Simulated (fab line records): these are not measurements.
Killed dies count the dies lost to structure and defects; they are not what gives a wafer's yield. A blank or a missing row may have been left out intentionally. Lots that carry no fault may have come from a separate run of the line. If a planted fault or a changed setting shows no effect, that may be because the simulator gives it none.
8D (eight disciplines) problem report, filled in by code / flow rit cmos / the parts of the form that need people (team, actions taken, sign-off) are left out

## 1. THE PROBLEM
At RIT_SILICIDE_RTA_04, wafer_temp_C_max averages 793.5 over 9 wafers from 3 lots, while fault-free wafers read 653.0, standard deviation 0.73. That is +99 or more standard deviations from the usual mean.
The step: time 10 s, ramp up 5 s, ramp down 5 s.
The first sign was on wafer L353.2 at day 7 19:20, on rtp anneal-01. Wafers with a number at this step in the record: 45, from 15 lots. By rule, "out" or "out of limits" means more than 4 standard deviations away from the usual mean. The rest of the wafers with a number are treated as sound.

## 2. WHAT IT IS AND WHAT IT IS NOT
question=which readings at this step | is=wafer_temp_C_max | is not=-
question=which lots | is=L353, L354, L356 | is not=L334, L335, L336, L337, L339, L341, L342, L344, L346, L347, L351, L357
question=which wafers of those lots | is=all that have a number | is not=-
question=read on which tools | is=rtp anneal-01 | is not=rtp anneal-02
question=when | is=from day 7 19:20 | is not=up to then (33 sound wafers); but 3 sound wafers of L357 came after

## 3. THE SUSPECTS, EACH WITH WHAT RULES IT OUT
Counting: any tool at a process step up to the reading is kept as a suspect provided that every lot that is out went through it and no sound lot did after the first of them.
- rtp anneal-01 at RIT_SILICIDE_RTA_04 (time 10 s, ramp up 5 s, ramp down 5 s): kept. All lots that are out passed through it, beginning with L353 at day 7 19:20, and no sound lot followed; its final sound lot before that point was L346 at day 5 23:55. Its own readings are out on those wafers: wafer_temp_C_max.
Remaining after the count: rtp anneal-01 at RIT_SILICIDE_RTA_04.

## 4. THE CAUSE (what the simulator had put in)
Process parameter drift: rtp anneal-01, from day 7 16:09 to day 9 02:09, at RIT_SILICIDE_RTA_04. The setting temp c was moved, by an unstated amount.
This tool alone remained once counting was done.

## 5. THE CHAIN OF EFFECTS, in route order
Each row: a reading whose mean over the struck wafers that have a number lies more than 3 standard deviations from the usual. Only readings for which the record gives a usual standard deviation are gone through. hours: the time from each lot's start at the first step in this table that gives one to its start at this step, as a median over the lots. sigmas: the change in usual standard deviations.
hours=0; step=RIT_SILICIDE_RTA_04; reading=wafer_temp_C_max; usual=653.0; on struck wafers=793.5; change=+140.5; sigmas=+99 or more
Process steps it contains:
- RIT_SILICIDE_RTA_04: time 10 s, ramp up 5 s, ramp down 5 s.
Later steps that measure or inspect, where all struck wafers having a row at the step show a number for every such reading and not one has moved that far: RIT_CONTACT_OVL_MEAS_09.

## 6. WHAT WOULD HAVE CAUGHT IT SOONER
In this record the first reading out of limits was taken at day 7 19:20, 3 hours after the fault began at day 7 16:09.
